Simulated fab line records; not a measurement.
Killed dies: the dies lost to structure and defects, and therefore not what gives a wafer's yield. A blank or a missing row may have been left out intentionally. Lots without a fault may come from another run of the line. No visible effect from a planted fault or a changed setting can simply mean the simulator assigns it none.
Which tool was responsible? || flow rit cmos || 15 lots with 45 wafers sampled at 4 steps, on a route of 202 steps

== WHAT EACH GAUGE READ, for each wafer ==
RIT_M1_OVL_MEAS_10.
{"lot": "L917", "measured": "day 3 17:51", "on": "overlay-02", "M1_OVL (nm)": "-0.2 -2.0 0.2"}
{"lot": "L919", "measured": "day 4 03:25", "on": "overlay-01", "M1_OVL (nm)": "-2.2 -0.3 -0.7"}
{"lot": "L920", "measured": "day 4 07:08", "on": "overlay-01", "M1_OVL (nm)": "2.0 0.4 0.5"}
{"lot": "L921", "measured": "day 4 17:34", "on": "overlay-02", "M1_OVL (nm)": "-1.4 -0.2 0.9"}
{"lot": "L922", "measured": "day 4 15:47", "on": "overlay-02", "M1_OVL (nm)": "-1.2 -0.6 0.0"}
{"lot": "L923", "measured": "day 4 21:16", "on": "overlay-02", "M1_OVL (nm)": "-2.0 -1.4 -1.2"}
{"lot": "L924", "measured": "day 5 00:10", "on": "overlay-02", "M1_OVL (nm)": "0.3 2.0 1.3"}
{"lot": "L928", "measured": "day 5 22:45", "on": "overlay-02", "M1_OVL (nm)": "-1.1 -0.8 -2.2"}
{"lot": "L935", "measured": "day 7 08:47", "on": "overlay-01", "M1_OVL (nm)": "1.5 0.0 0.2"}
{"lot": "L937", "measured": "day 7 17:10", "on": "overlay-01", "M1_OVL (nm)": "-2.5 -0.6 -1.5"}
{"lot": "L938", "measured": "day 8 02:05", "on": "overlay-02", "M1_OVL (nm)": "1.3 -0.6 0.3"}
{"lot": "L939", "measured": "day 8 03:26", "on": "overlay-01", "M1_OVL (nm)": "0.6 0.7 0.6"}

== WHICH TOOL RAN EACH LOT (tool, then ch and the chambers of the sampled wafers, then the start) ==
{"lot": "L917", "RIT_NRETRO_STRIP_09": "plasma asher-03 ch 0,1, day 2 11:38", "RIT_PLDD_STRIP_09": "plasma asher-01 ch 0, day 3 04:20", "RIT_SILICIDE_WET_ETCH_05": "wet bench-04 ch 1, day 3 13:40"}
{"lot": "L919", "RIT_NRETRO_STRIP_09": "plasma asher-04 ch 0,1, day 3 01:11", "RIT_PLDD_STRIP_09": "plasma asher-03 ch 0,1, day 3 16:01", "RIT_SILICIDE_WET_ETCH_05": "wet bench-03 ch 0, day 3 23:08"}
{"lot": "L920", "RIT_NRETRO_STRIP_09": "plasma asher-01 ch 0,1, day 3 06:12", "RIT_PLDD_STRIP_09": "plasma asher-04 ch 0,1, day 3 20:01", "RIT_SILICIDE_WET_ETCH_05": "wet bench-04 ch 1, day 4 03:07"}
{"lot": "L921", "RIT_NRETRO_STRIP_09": "plasma asher-03 ch 0,1, day 3 12:28", "RIT_PLDD_STRIP_09": "plasma asher-03 ch 0,1, day 4 05:40", "RIT_SILICIDE_WET_ETCH_05": "wet bench-02 ch 1, day 4 13:26"}
{"lot": "L922", "RIT_NRETRO_STRIP_09": "plasma asher-04 ch 0,1, day 3 12:43", "RIT_PLDD_STRIP_09": "plasma asher-03 ch 0,1, day 4 03:41", "RIT_SILICIDE_WET_ETCH_05": "wet bench-04 ch 2, day 4 11:40"}
{"lot": "L923", "RIT_NRETRO_STRIP_09": "plasma asher-01 ch 0,1, day 3 17:53", "RIT_PLDD_STRIP_09": "plasma asher-03 ch 0,1, day 4 09:29", "RIT_SILICIDE_WET_ETCH_05": "wet bench-04 ch 0, day 4 16:59"}
{"lot": "L924", "RIT_NRETRO_STRIP_09": "plasma asher-01 ch 0,1, day 3 22:05", "RIT_PLDD_STRIP_09": "plasma asher-04 ch 0,1, day 4 12:01", "RIT_SILICIDE_WET_ETCH_05": "wet bench-04 ch 1, day 4 20:02"}
{"lot": "L925", "RIT_NRETRO_STRIP_09": "plasma asher-01 ch 0,1, day 4 02:22", "RIT_PLDD_STRIP_09": "plasma asher-01 ch 0,1, day 4 16:05", "RIT_SILICIDE_WET_ETCH_05": "wet bench-04 ch 1, day 4 23:27"}
{"lot": "L926", "RIT_NRETRO_STRIP_09": "plasma asher-03 ch 0,1, day 4 07:52", "RIT_PLDD_STRIP_09": "plasma asher-01 ch 0,1, day 4 21:51", "RIT_SILICIDE_WET_ETCH_05": "wet bench-02 ch 2, day 5 05:20"}
{"lot": "L927", "RIT_NRETRO_STRIP_09": "plasma asher-04 ch 0,1, day 4 18:41", "RIT_PLDD_STRIP_09": "plasma asher-03 ch 0,1, day 5 08:08", "RIT_SILICIDE_WET_ETCH_05": "wet bench-02 ch 3, day 5 15:33"}
{"lot": "L928", "RIT_NRETRO_STRIP_09": "plasma asher-03 ch 0,1, day 4 20:07", "RIT_PLDD_STRIP_09": "plasma asher-04 ch 0,1, day 5 10:48", "RIT_SILICIDE_WET_ETCH_05": "wet bench-04 ch 2, day 5 18:31"}
{"lot": "L935", "RIT_NRETRO_STRIP_09": "plasma asher-04 ch 0,1, day 6 05:48", "RIT_PLDD_STRIP_09": "plasma asher-01 ch 0,1, day 6 19:04", "RIT_SILICIDE_WET_ETCH_05": "wet bench-02 ch 3, day 7 04:51"}
{"lot": "L937", "RIT_NRETRO_STRIP_09": "plasma asher-03 ch 1, day 6 16:37", "RIT_PLDD_STRIP_09": "plasma asher-04 ch 0,1, day 7 05:37", "RIT_SILICIDE_WET_ETCH_05": "wet bench-04 ch 2, day 7 13:07"}
{"lot": "L938", "RIT_NRETRO_STRIP_09": "plasma asher-04 ch 0,1, day 7 01:09", "RIT_PLDD_STRIP_09": "plasma asher-03 ch 0,1, day 7 14:41", "RIT_SILICIDE_WET_ETCH_05": "wet bench-02 ch 3, day 7 22:08"}
{"lot": "L939", "RIT_NRETRO_STRIP_09": "plasma asher-01 ch 0,1, day 7 02:35", "RIT_PLDD_STRIP_09": "plasma asher-04 ch 0,1, day 7 15:25", "RIT_SILICIDE_WET_ETCH_05": "wet bench-02 ch 3, day 7 23:16"}
- RIT_NRETRO_STRIP_09: strips in O2, time 180 s.
- RIT_PLDD_STRIP_09: strips in O2, time 180 s.
- RIT_SILICIDE_WET_ETCH_05: etches Ti in SPM, time 120 s.

== AS READ BY THE TOOLS THEMSELVES (means over the sampled wafers that have a number; for cases with no such wafer, the mark the record gives instead) ==
RIT_NRETRO_STRIP_09.
{"lot": "L917", "tool": "plasma asher-03", "drypump motor current A (A)": 6.2}
{"lot": "L919", "tool": "plasma asher-04", "drypump motor current A (A)": 5.6}
{"lot": "L920", "tool": "plasma asher-01", "drypump motor current A (A)": 6.1}
{"lot": "L921", "tool": "plasma asher-03", "drypump motor current A (A)": 6.2}
{"lot": "L922", "tool": "plasma asher-04", "drypump motor current A (A)": 5.8}
{"lot": "L923", "tool": "plasma asher-01", "drypump motor current A (A)": 6.1}
{"lot": "L924", "tool": "plasma asher-01", "drypump motor current A (A)": 6.1}
{"lot": "L925", "tool": "plasma asher-01", "drypump motor current A (A)": 5.6}
{"lot": "L926", "tool": "plasma asher-03", "drypump motor current A (A)": 6.1}
{"lot": "L927", "tool": "plasma asher-04", "drypump motor current A (A)": 5.6}
{"lot": "L928", "tool": "plasma asher-03", "drypump motor current A (A)": 5.9}
{"lot": "L935", "tool": "plasma asher-04", "drypump motor current A (A)": 5.6}
{"lot": "L937", "tool": "plasma asher-03", "drypump motor current A (A)": 5.6}
{"lot": "L938", "tool": "plasma asher-04", "drypump motor current A (A)": 5.9}
{"lot": "L939", "tool": "plasma asher-01", "drypump motor current A (A)": 6.1}

RIT_PLDD_STRIP_09.
{"lot": "L917", "tool": "plasma asher-01", "drypump motor current A (A)": 6.6}
{"lot": "L919", "tool": "plasma asher-03", "drypump motor current A (A)": 6.2}
{"lot": "L920", "tool": "plasma asher-04", "drypump motor current A (A)": 5.8}
{"lot": "L921", "tool": "plasma asher-03", "drypump motor current A (A)": 5.9}
{"lot": "L922", "tool": "plasma asher-03", "drypump motor current A (A)": 6.1}
{"lot": "L923", "tool": "plasma asher-03", "drypump motor current A (A)": 6.2}
{"lot": "L924", "tool": "plasma asher-04", "drypump motor current A (A)": 5.6}
{"lot": "L925", "tool": "plasma asher-01", "drypump motor current A (A)": 5.6}
{"lot": "L926", "tool": "plasma asher-01", "drypump motor current A (A)": 6.1}
{"lot": "L927", "tool": "plasma asher-03", "drypump motor current A (A)": 5.9}
{"lot": "L928", "tool": "plasma asher-04", "drypump motor current A (A)": 5.8}
{"lot": "L935", "tool": "plasma asher-01", "drypump motor current A (A)": 5.6}
{"lot": "L937", "tool": "plasma asher-04", "drypump motor current A (A)": 5.8}
{"lot": "L938", "tool": "plasma asher-03", "drypump motor current A (A)": 6.2}
{"lot": "L939", "tool": "plasma asher-04", "drypump motor current A (A)": 5.8}

RIT_SILICIDE_WET_ETCH_05.
{"lot": "L917", "tool": "wet bench-04", "bath guard temp C (C)": 89.9, "bath heat duty pct (%)": 16.0}
{"lot": "L919", "tool": "wet bench-03", "bath guard temp C (C)": 89.4, "bath heat duty pct (%)": 11.4}
{"lot": "L920", "tool": "wet bench-04", "bath guard temp C (C)": 90.1, "bath heat duty pct (%)": 15.5}
{"lot": "L921", "tool": "wet bench-02", "bath guard temp C (C)": 90.3, "bath heat duty pct (%)": 14.0}
{"lot": "L922", "tool": "wet bench-04", "bath guard temp C (C)": 89.3, "bath heat duty pct (%)": 14.3}
{"lot": "L923", "tool": "wet bench-04", "bath guard temp C (C)": 89.5, "bath heat duty pct (%)": 13.1}
{"lot": "L924", "tool": "wet bench-04", "bath guard temp C (C)": 89.8, "bath heat duty pct (%)": 14.6}
{"lot": "L925", "tool": "wet bench-04", "bath guard temp C (C)": "-", "bath heat duty pct (%)": "-"}
{"lot": "L926", "tool": "wet bench-02", "bath guard temp C (C)": "-", "bath heat duty pct (%)": "-"}
{"lot": "L927", "tool": "wet bench-02", "bath guard temp C (C)": "-", "bath heat duty pct (%)": "-"}
{"lot": "L928", "tool": "wet bench-04", "bath guard temp C (C)": 89.3, "bath heat duty pct (%)": 14.7}
{"lot": "L935", "tool": "wet bench-02", "bath guard temp C (C)": 89.3, "bath heat duty pct (%)": 11.6}
{"lot": "L937", "tool": "wet bench-04", "bath guard temp C (C)": 89.2, "bath heat duty pct (%)": 15.1}
{"lot": "L938", "tool": "wet bench-02", "bath guard temp C (C)": 89.2, "bath heat duty pct (%)": 11.8}
{"lot": "L939", "tool": "wet bench-02", "bath guard temp C (C)": 89.6, "bath heat duty pct (%)": 11.8}

== THE ANSWER, worked out from the rows above alone ==
Rule: what is usual is taken from the lots themselves. The widest of any qualifying gaps counts: lots, ordered by their means at a reading, are off when they make up no more than a third of the lots, leave a main group of 4 or more, and stand apart from it by 3 or more times the standard deviation of that group's means. The tables above print the reading to a certain number of digits; a main group whose means all agree to those digits is not used. A lot without any number at a reading at which 4 lots or more have one is off too. Where the step has rows for the other lots, those lots are counted as sound. Order of review: gauges by route order, followed by the tools' own readings, for which a lot's mean as printed above is used. The first step at which some lot is off is used, and at that step the reading that is off furthest; a lot without a number counts as furthest.
Off: L925, L926, L927, at RIT_SILICIDE_WET_ETCH_05 (bath guard temp C). Without a number there: L925, L926, L927. Main group: mean 89.6 C, sd 0.35.
A tool fits if, at that step or a process step before it, it ran every lot that is off, and no sound lot after the first of them. No candidate that was tried fits.

== WHAT THE SIMULATOR HAD PUT IN ==
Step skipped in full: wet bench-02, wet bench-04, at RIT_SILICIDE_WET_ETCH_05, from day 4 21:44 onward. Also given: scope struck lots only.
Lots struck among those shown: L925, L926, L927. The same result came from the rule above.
